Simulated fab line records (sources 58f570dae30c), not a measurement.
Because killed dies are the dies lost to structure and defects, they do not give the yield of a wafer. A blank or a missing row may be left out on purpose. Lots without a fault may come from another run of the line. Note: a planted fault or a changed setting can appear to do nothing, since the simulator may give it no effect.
fab line records | flow berkeley_cmos170
record: lots: 14 | wafers: 42 | last_day: 12
route steps=331 shown START@1 PFIELD@88 SCREENOX@100 FIELD@126 CONTACT@234
lots untouched by any fault: they come from a run of this same line in which no faults occurred
start_h: the number of hours between the record's first day and the start of the first shown wafer of the lot | wait_h: hours since the lot's step before | " repeats the value in the row above | L1.1+2: a single row standing in for several wafers | - value missing, or start not given | * or withheld: withheld | < > ~ a bound
route shown NAME@n: a module of which the file shows steps, and the number in the route of the first | usual: the fault-free wafers' mean and standard deviation | same: alike in all rows | chamber/n: place in a boat | sites: per-site readings | _std_site: how widely they spread, as a standard deviation | _edge_site: mean of outer sites minus mean of inner sites | radius_mm: for every site, how far away it sits from the centre of the wafer | mask NAME#n: copy n | behind: tool/chamber where the wafer was last shaped | hold: what put the lot on hold/how long, in hours/how the hold closed | device: whichever transistor did not switch (one of n, p or np) | end of line: the tests these same wafers got at the end of their route | step lacking rows: just its recipe | killed: count of dies lost to structure and defects at first sort (not the wafer's yield) | map: the dies of a wafer, with x for killed, . for not killed, _ for no die there
set.NAME: setting as actually run; set.NAME@STEP: the setting as run at that earlier step | model.NAME: the simulator's own value behind a step, which no gauge read
a sample of lots followed through the steps of the route, with each step as a table and each wafer as a row
services: a tool's chamber out of use, with start hour (start_h, from the record's first day; less than 0 if before it), hours out, and reason
== steps ==
step: UCB170_START_BOW_MEAS_00
recipe: mode: bow
usual: INCOMING_BOW: -1/6.2
lot.wafer | tool          | chamber | start_h | wait_h | INCOMING_BOW[um]
L734.1    | film_metro-01 | -       | 10.00   | -      | 0
L734.2    | "             | -       | "       | "      | -7
L734.6    | "             | -       | "       | "      | 6
L735.2    | film_metro-01 | -       | 15.02   | -      | -3
L735.4    | "             | -       | "       | "      | -9
L735.5    | "             | -       | "       | "      | -5
L736.3    | film_metro-01 | -       | 20.04   | -      | -5
L736.4    | "             | -       | "       | "      | 0
L736.5    | "             | -       | "       | "      | 0
L737.1    | film_metro-03 | -       | 25.00   | -      | 1
L737.4    | "             | -       | "       | "      | -12
L737.5    | "             | -       | "       | "      | 11
L738.1    | film_metro-02 | -       | 30.00   | -      | -2
L738.5    | "             | -       | "       | "      | 1
L738.6    | "             | -       | "       | "      | 2
L739.2    | film_metro-02 | -       | 35.02   | -      | -2
L739.3    | "             | -       | "       | "      | -5
L739.5    | "             | -       | "       | "      | -2
L742.1    | film_metro-01 | -       | 50.00   | -      | -5
L742.2    | "             | -       | "       | "      | -1
L742.4    | "             | -       | "       | "      | -4
L743.3    | film_metro-03 | -       | 55.04   | -      | -3
L743.4    | "             | -       | "       | "      | 3
L743.5    | "             | -       | "       | "      | 9
L744.2    | film_metro-03 | -       | 60.02   | -      | 5
L744.4    | "             | -       | "       | "      | -2
L744.5    | "             | -       | "       | "      | -7
L745.2    | film_metro-01 | -       | 65.02   | -      | -1
L745.5    | "             | -       | "       | "      | 7
L745.6    | "             | -       | "       | "      | -9
L747.1    | film_metro-03 | -       | 75.00   | -      | -9
L747.3    | "             | -       | "       | "      | 0
L747.6    | "             | -       | "       | "      | 4
L748.4    | film_metro-03 | -       | 80.06   | -      | 2
L748.5    | "             | -       | "       | "      | 2
L748.6    | "             | -       | "       | "      | -4
L755.1    | film_metro-03 | -       | 115.00  | -      | 1
L755.4    | "             | -       | "       | "      | 2
L755.5    | "             | -       | "       | "      | 2
L756.2    | film_metro-03 | -       | 120.02  | -      | -8
L756.4    | "             | -       | "       | "      | 2
L756.5    | "             | -       | "       | "      | -2
step: UCB170_PFIELD_TW_MEAS_09
usual: PFIELD_TW: 595/4.6
lot.wafer | tool          | chamber | start_h | wait_h | PFIELD_TW
L735.2    | film_metro-04 | -       | 99.97   | 0.1    | 592
L735.4    | "             | -       | "       | "      | 589
L735.5    | "             | -       | "       | "      | 589
L734.1    | film_metro-04 | -       | 100.23  | 0.1    | 592
L734.2    | "             | -       | "       | "      | 592
L734.6    | "             | -       | "       | "      | 591
L736.3    | film_metro-02 | -       | 116.81  | 0.1    | 602
L736.4    | "             | -       | "       | "      | 601
L736.5    | "             | -       | "       | "      | 603
L737.1    | film_metro-04 | -       | 117.16  | 0.1    | 591
L737.4    | "             | -       | "       | "      | 588
L737.5    | "             | -       | "       | "      | 592
L738.1    | film_metro-03 | -       | 117.40  | 0.1    | 591
L738.5    | "             | -       | "       | "      | 590
L738.6    | "             | -       | "       | "      | 589
L739.2    | film_metro-04 | -       | 125.24  | 0.1    | 596
L739.3    | "             | -       | "       | "      | 591
L739.5    | "             | -       | "       | "      | 596
L742.1    | film_metro-03 | -       | 151.25  | 0.1    | 588
L742.2    | "             | -       | "       | "      | 589
L742.4    | "             | -       | "       | "      | 590
L743.3    | film_metro-04 | -       | 155.69  | 0.1    | 593
L743.4    | "             | -       | "       | "      | 598
L743.5    | "             | -       | "       | "      | 594
L745.2    | film_metro-03 | -       | 156.27  | 0.1    | 587
L745.5    | "             | -       | "       | "      | 587
L745.6    | "             | -       | "       | "      | 586
L744.2    | film_metro-02 | -       | 156.68  | 0.1    | 601
L744.4    | "             | -       | "       | "      | 601
L744.5    | "             | -       | "       | "      | 600
L747.1    | film_metro-03 | -       | 157.16  | 0.1    | 587
L747.3    | "             | -       | "       | "      | 590
L747.6    | "             | -       | "       | "      | 587
L748.4    | film_metro-04 | -       | 157.29  | 0.1    | 597
L748.5    | "             | -       | "       | "      | 593
L748.6    | "             | -       | "       | "      | 594
L755.1    | film_metro-02 | -       | 195.09  | 0.1    | 596
L755.4    | "             | -       | "       | "      | 600
L755.5    | "             | -       | "       | "      | 598
L756.2    | film_metro-02 | -       | 195.48  | 0.1    | 597
L756.4    | "             | -       | "       | "      | 598
L756.5    | "             | -       | "       | "      | 600
step: UCB170_SCREENOX_WET_ETCH_00
recipe: chemistry: dHF | dilution: 25:1 | target: SiO2 | temp_c: 25 | time_s: 200
usual: run_length_s: 226.9/2.6 | temp_c: 25.02/0.11
lot.wafer | tool         | chamber | start_h | wait_h | run_length_s | temp_c
L734.1    | wet_bench-02 | 2       | 130.29  | 3.5    | 234.0        | 24.97
L734.2    | "            | 2       | "       | "      | 234.0        | 24.96
L734.6    | "            | 2       | "       | "      | 234.0        | 25.00
L735.2    | wet_bench-02 | 2       | 130.29  | 3.5    | 233.9        | 25.10
L735.4    | "            | 2       | "       | "      | 233.9        | 24.88
L735.5    | "            | 2       | "       | "      | 233.9        | 24.93
L736.3    | wet_bench-01 | 0       | 134.59  | 0.0    | 226.1        | 25.15
L736.4    | "            | 0       | "       | "      | 226.1        | 25.12
L736.5    | "            | 0       | "       | "      | 226.1        | 25.21
L737.1    | wet_bench-01 | 1       | 134.59  | 0.1    | 225.9        | 24.94
L737.4    | "            | 1       | "       | "      | 225.9        | 25.13
L737.5    | "            | 1       | "       | "      | 225.9        | 24.97
L738.1    | wet_bench-01 | 3       | 134.59  | 0.1    | 225.6        | 24.93
L738.5    | "            | 3       | "       | "      | 225.6        | 24.90
L738.6    | "            | 3       | "       | "      | 225.6        | 25.09
L739.2    | wet_bench-01 | 1       | 148.08  | 3.3    | 225.6        | 24.93
L739.3    | "            | 1       | "       | "      | 225.6        | 24.99
L739.5    | "            | 1       | "       | "      | 225.6        | 24.87
L742.1    | wet_bench-02 | 0       | 172.37  | 0.3    | 223.6        | 25.11
L742.2    | "            | 0       | "       | "      | 223.6        | 25.13
L742.4    | "            | 0       | "       | "      | 223.6        | 25.13
L743.3    | wet_bench-02 | 3       | 176.53  | 0.2    | 225.5        | 25.25
L743.4    | "            | 3       | "       | "      | 225.5        | 25.16
L743.5    | "            | 3       | "       | "      | 225.5        | 25.08
L745.2    | wet_bench-02 | 2       | 176.53  | 0.2    | 227.6        | 25.20
L745.5    | "            | 2       | "       | "      | 227.6        | 25.21
L745.6    | "            | 2       | "       | "      | 227.6        | 25.21
L748.4    | wet_bench-02 | 2       | 176.53  | 0.1    | 226.1        | 25.11
L748.5    | "            | 2       | "       | "      | 226.1        | 24.99
L748.6    | "            | 2       | "       | "      | 226.1        | 24.88
L744.2    | wet_bench-02 | 2       | 180.56  | 0.1    | 126.9        | 25.07
L744.4    | "            | 2       | "       | "      | 126.9        | 25.08
L744.5    | "            | 2       | "       | "      | 126.9        | 25.00
L747.1    | wet_bench-02 | 1       | 180.56  | 0.1    | 126.3        | 24.90
L747.3    | "            | 1       | "       | "      | 126.3        | 25.01
L747.6    | "            | 1       | "       | "      | 126.3        | 24.94
L755.1    | wet_bench-01 | 3       | 219.40  | 1.8    | 226.9        | 24.94
L755.4    | "            | 3       | "       | "      | 226.9        | 24.94
L755.5    | "            | 3       | "       | "      | 226.9        | 25.01
L756.2    | wet_bench-01 | 0       | 219.40  | 1.8    | 225.6        | 24.88
L756.4    | "            | 0       | "       | "      | 225.6        | 25.02
L756.5    | "            | 0       | "       | "      | 225.6        | 25.08
step: UCB170_FIELD_THK_MEAS_91
recipe: reads: SiO2_of_FIELD_OXIDATION_01
usual: FIELD_OXIDE_LEFT_2_THK: 353/9.3
lot.wafer | tool          | chamber | start_h | wait_h | FIELD_OXIDE_LEFT_2_THK[nm]
L735.2    | film_metro-04 | -       | 143.44  | 0.0    | 360
L735.4    | "             | -       | "       | "      | 363
L735.5    | "             | -       | "       | "      | 362
L734.1    | film_metro-02 | -       | 143.99  | 0.0    | 358
L734.2    | "             | -       | "       | "      | 355
L734.6    | "             | -       | "       | "      | 345
L737.1    | film_metro-04 | -       | 153.28  | 0.0    | 364
L737.4    | "             | -       | "       | "      | 360
L737.5    | "             | -       | "       | "      | 358
L738.1    | film_metro-02 | -       | 153.28  | 0.0    | 348
L738.5    | "             | -       | "       | "      | 336
L738.6    | "             | -       | "       | "      | 352
L736.3    | film_metro-01 | -       | 153.30  | 0.0    | 358
L736.4    | "             | -       | "       | "      | 360
L736.5    | "             | -       | "       | "      | 353
L739.2    | film_metro-04 | -       | 157.85  | 0.0    | 356
L739.3    | "             | -       | "       | "      | 351
L739.5    | "             | -       | "       | "      | 356
L742.1    | film_metro-04 | -       | 185.45  | 0.0    | 347
L742.2    | "             | -       | "       | "      | 360
L742.4    | "             | -       | "       | "      | 348
L748.4    | film_metro-04 | -       | 193.90  | 0.0    | 364
L748.5    | "             | -       | "       | "      | 378
L748.6    | "             | -       | "       | "      | 359
L744.2    | film_metro-04 | -       | 194.04  | 0.0    | 377
L744.4    | "             | -       | "       | "      | 384
L744.5    | "             | -       | "       | "      | 368
L745.2    | film_metro-02 | -       | 194.08  | 0.0    | 359
L745.5    | "             | -       | "       | "      | 357
L745.6    | "             | -       | "       | "      | 354
L743.3    | film_metro-04 | -       | 194.60  | 0.0    | 352
L743.4    | "             | -       | "       | "      | 363
L743.5    | "             | -       | "       | "      | 355
L747.1    | film_metro-01 | -       | 194.89  | 0.0    | 380
L747.3    | "             | -       | "       | "      | 382
L747.6    | "             | -       | "       | "      | 378
L755.1    | film_metro-02 | -       | 237.46  | 0.0    | 359
L755.4    | "             | -       | "       | "      | 351
L755.5    | "             | -       | "       | "      | 357
L756.2    | film_metro-04 | -       | 237.54  | 0.0    | 358
L756.4    | "             | -       | "       | "      | 357
L756.5    | "             | -       | "       | "      | 363
step: UCB170_CONTACT_ETCH_18
recipe: chemistry: CHF3/CF4/Ar | target: PSG | stop_on: TiSi2 | CHF3_flow_sccm: 45 | cf4_flow_sccm: 15 | Ar_flow_sccm: 150 | pressure_mtorr: 200 | rf_w: 700 | target_depth_a: 8400 | over_etch_frac: 0.2 | time_s: 195
usual: drypump_motor_current_A: 5.5/0.5 | oes_product_au: 0.896/0.01 | run_length_s: 223.3/0.36 | throttle_valve_pct: 6.93/0.12
lot.wafer | tool        | chamber | start_h | wait_h | drypump_motor_current_A | oes_product_au | rf_hours_counter_h | run_length_s | throttle_valve_pct
L735.2    | rie_diel-02 | 1       | -       | -      | 5.1                     | 0.883          | 57                 | 223.3        | 6.97
L735.4    | "           | 3       | "       | "      | 5.9                     | 0.892          | 113                | 223.4        | 6.91
L735.5    | "           | 0       | "       | "      | 5.3                     | 0.899          | -                  | 223.1        | 6.79
L734.1    | rie_diel-02 | 3       | -       | -      | 6.0                     | 0.895          | 113                | 223.2        | 6.93
L734.2    | "           | 2       | "       | "      | 6.4                     | 0.894          | 131                | 222.6        | 6.74
L734.6    | "           | 0       | "       | "      | 5.3                     | 0.896          | -                  | 223.0        | 6.79
L737.1    | rie_diel-01 | 0       | -       | -      | 5.0                     | 0.904          | 57                 | 223.3        | 6.91
L737.4    | "           | 1       | "       | "      | 6.4                     | 0.892          | 17                 | 224.1        | 6.82
L737.5    | "           | 2       | "       | "      | 5.1                     | 0.910          | -                  | 223.9        | 7.09
L738.1    | rie_diel-03 | 3       | -       | -      | 5.7                     | 0.891          | 110                | 223.4        | 7.16
L738.5    | "           | 1       | "       | "      | 4.7                     | 0.916          | -                  | 223.2        | 6.95
L738.6    | "           | 2       | "       | "      | 5.5                     | 0.917          | -                  | 223.3        | 7.06
L736.3    | rie_diel-02 | 3       | -       | -      | 5.9                     | 0.896          | 113                | 223.7        | 6.92
L736.4    | "           | 1       | "       | "      | 5.1                     | 0.878          | 58                 | 223.4        | 6.99
L736.5    | "           | 3       | "       | "      | 5.9                     | 0.897          | -                  | 223.1        | 6.91
L739.2    | rie_diel-01 | 1       | -       | -      | 6.3                     | 0.888          | 18                 | 223.7        | 6.84
L739.3    | "           | 0       | "       | "      | 5.0                     | 0.899          | 58                 | 223.3        | 6.91
L739.5    | "           | 3       | "       | "      | 5.9                     | 0.891          | -                  | 223.1        | 7.04
L742.1    | rie_diel-02 | 0       | -       | -      | 5.3                     | 0.910          | 20                 | 223.1        | 6.79
L742.2    | "           | 2       | "       | "      | 6.4                     | 0.900          | 133                | 222.6        | 6.75
L742.4    | "           | 3       | "       | "      | 6.0                     | 0.908          | 115                | 223.1        | 6.90
L748.4    | rie_diel-01 | 1       | -       | -      | 6.3                     | 0.875          | 19                 | 224.1        | 6.84
L748.5    | "           | 1       | "       | "      | 6.4                     | 0.870          | -                  | 223.5        | 6.85
L748.6    | "           | 0       | "       | "      | 5.0                     | 0.883          | -                  | 223.2        | 6.90
L744.2    | rie_diel-03 | 0       | -       | -      | 5.5                     | 0.895          | 40                 | 223.2        | 6.77
L744.4    | "           | 3       | "       | "      | 5.7                     | 0.902          | 112                | 223.1        | 7.16
L744.5    | "           | 0       | "       | "      | 5.6                     | 0.882          | -                  | 223.1        | 6.75
L747.1    | rie_diel-03 | 3       | -       | -      | 5.7                     | 0.893          | 112                | 223.0        | 7.13
L747.3    | "           | 2       | "       | "      | 5.4                     | 0.897          | 68                 | 223.5        | 7.06
L747.6    | "           | 1       | "       | "      | 4.7                     | 0.915          | -                  | 223.4        | 6.95
L743.3    | rie_diel-01 | 1       | -       | -      | 6.3                     | 0.883          | 20                 | 224.4        | 6.85
L743.4    | "           | 3       | "       | "      | 5.9                     | 0.881          | 104                | 223.4        | 7.04
L743.5    | "           | 3       | "       | "      | 5.9                     | 0.885          | -                  | 223.2        | 7.03
L745.2    | rie_diel-02 | 1       | -       | -      | 5.2                     | 0.881          | 60                 | 223.3        | 6.99
L745.5    | "           | 2       | "       | "      | 6.4                     | 0.877          | -                  | 222.8        | 6.75
L745.6    | "           | 3       | "       | "      | 5.9                     | 0.906          | -                  | 223.5        | 6.92
L755.1    | rie_diel-03 | 3       | -       | -      | 5.7                     | 0.899          | 114                | 223.3        | 7.15
L755.4    | "           | 2       | "       | "      | 5.5                     | 0.904          | 70                 | 223.3        | 7.07
L755.5    | "           | 3       | "       | "      | 5.7                     | 0.886          | -                  | 223.0        | 7.15
L756.2    | rie_diel-03 | 3       | -       | -      | 5.7                     | 0.895          | 115                | 223.7        | 7.12
L756.4    | "           | 2       | "       | "      | 5.4                     | 0.900          | 71                 | 223.3        | 7.05
L756.5    | "           | 0       | "       | "      | 5.5                     | 0.881          | -                  | 223.1        | 6.75
== services ==
tool         | chamber | start_h | hours | kind
rie_diel-01  | 2       | 131.92  | 29.8  | repair
wet_bench-02 | -       | 143.56  | 14.3  | repair
rie_diel-02  | 2       | 151.81  | 9.0   | repair
rie_diel-03  | 2       | 196.66  | 6.9   | repair
rie_diel-03  | -       | 197.98  | 4.3   | pm
rie_diel-01  | 3       | 213.76  | 7.8   | repair
rie_diel-02  | 2       | 267.10  | -     | clean
rie_diel-02  | 2       | 267.10  | 23.6  | scheduled_down
rie_diel-02  | 2       | 267.10  | 23.6  | vent_cycle
== key ==
first_sign: step: UCB170_SCREENOX_WET_ETCH_00 | reading: run_length_s | direction: down | sigmas: 38 | usual: * | struck: *
effect: step: UCB170_FIELD_THK_MEAS_91 | reading: FIELD_OXIDE_LEFT_2_THK | direction: up | sigmas: 2.7 | usual: 353 | struck: 378
met_at UCB170_SCREENOX_WET_ETCH_00
struck_lots L744,L747
tester_left_out L744,L747
not_acting_at UCB170_START_BOW_MEAS_00,UCB170_PFIELD_TW_MEAS_09,UCB170_CONTACT_ETCH_18
onset_between 176.53 180.56
fault: kind: process_parameter_drift | tool: wet_bench-02 | chamber: - | onset_h: 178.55 | steps: UCB170_SCREENOX_WET_ETCH_00 | channel: time_s | offset: * | shape: step | end_h: 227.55 | acts_in: * | stated: *
tester_left_out: of these lots the tester's yield and bins aren't shown, on N5 and GAA mostly nor the transistor test; their killed dies are dies lost to structure and defects alone, not to doping, threshold or leakage, so they don't give the yield
